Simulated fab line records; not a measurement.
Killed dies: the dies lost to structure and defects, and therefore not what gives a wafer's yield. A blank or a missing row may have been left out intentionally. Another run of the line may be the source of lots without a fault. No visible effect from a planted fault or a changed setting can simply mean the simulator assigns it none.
A single fault, viewed from 2 desks | flow berkeley-cmos170 | every desk sees just its own numbers, and what lay behind them comes last

== AT THE TOOL OWNER'S DESK: litho-track-02 ==
For each lot that ran on this tool, the mean over its sampled wafers that have a number, from the tool's own readings at UCB170_V1_PEB_10. The brackets show how far a lot's mean lies from the usual mean; more than 4 standard deviations puts the lot out of limits, marked OUT.
Columns: A = heater-power-total-W at UCB170_V1_PEB_10, usual 56.79 W
lot  | first seen here | A
L108 | day 8 13:08     | 56.78
L113 | day 9 17:49     | 56.79
L116 | day 10 06:04    | 62.47 (+99 or more) OUT
L117 | day 10 14:04    | 62.46 (+99 or more) OUT
Finding of this desk: L116, L117 out of limits; the first was L116 at day 10 06:04, on heater-power-total-W at UCB170_V1_PEB_10. L108, L113: within limits.

== FROM THE METROLOGY DESK ==
Means of the sampled wafers that have a number, per lot and without regard to the tool the lot ran on: this is what the gauges read. The brackets show how far a lot's mean lies from the usual mean; more than 4 standard deviations puts the lot out of limits, marked OUT.
Columns: A = cd-nm at UCB170_V1_CD_MEAS_12, usual 700.1 nm
lot  | first seen here | A
L101 | day 7 18:22     | 700.3
L102 | day 7 18:23     | 701.9
L108 | day 8 13:25     | 699.8
L104 | day 8 13:29     | 700.0
L107 | day 8 13:33     | 699.3
L106 | day 8 13:49     | 701.1
L110 | day 9 12:47     | 701.4
L109 | day 9 13:03     | 701.7
L112 | day 9 17:35     | 700.8
L113 | day 9 18:05     | 700.4
L116 | day 10 06:20    | 677.7 (-17) OUT
L117 | day 10 14:25    | 682.8 (-13) OUT
L118 | day 11 04:29    | 698.4
L124 | day 11 18:35    | 699.7
Finding of this desk: L116, L117 out of limits; the first was L116 at day 10 06:20, on cd-nm at UCB170_V1_CD_MEAS_12. L101, L102, L108, L104, L107, L106, L110, L109, L112, L113, L118, L124: within limits.

== ALL TOGETHER ==
At day 10 06:04, on L116, L117, the tool owner's desk was in a position to raise an alarm.
At day 10 06:20 the metrology desk could have sounded an alarm, on L116, L117.
Every lot named ran UCB170_V1_PEB_10 on litho-track-02.

== WHAT WAS PUT IN BY THE SIMULATOR ==
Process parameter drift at UCB170_V1_PEB_10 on litho-track-02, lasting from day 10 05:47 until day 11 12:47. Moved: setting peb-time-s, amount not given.
Lots struck among those shown: L116, L117.
Delay (hours) between the fault's onset and each desk's first out-of-limits reading: 0 at the tool owner's desk, 1 at the metrology desk.
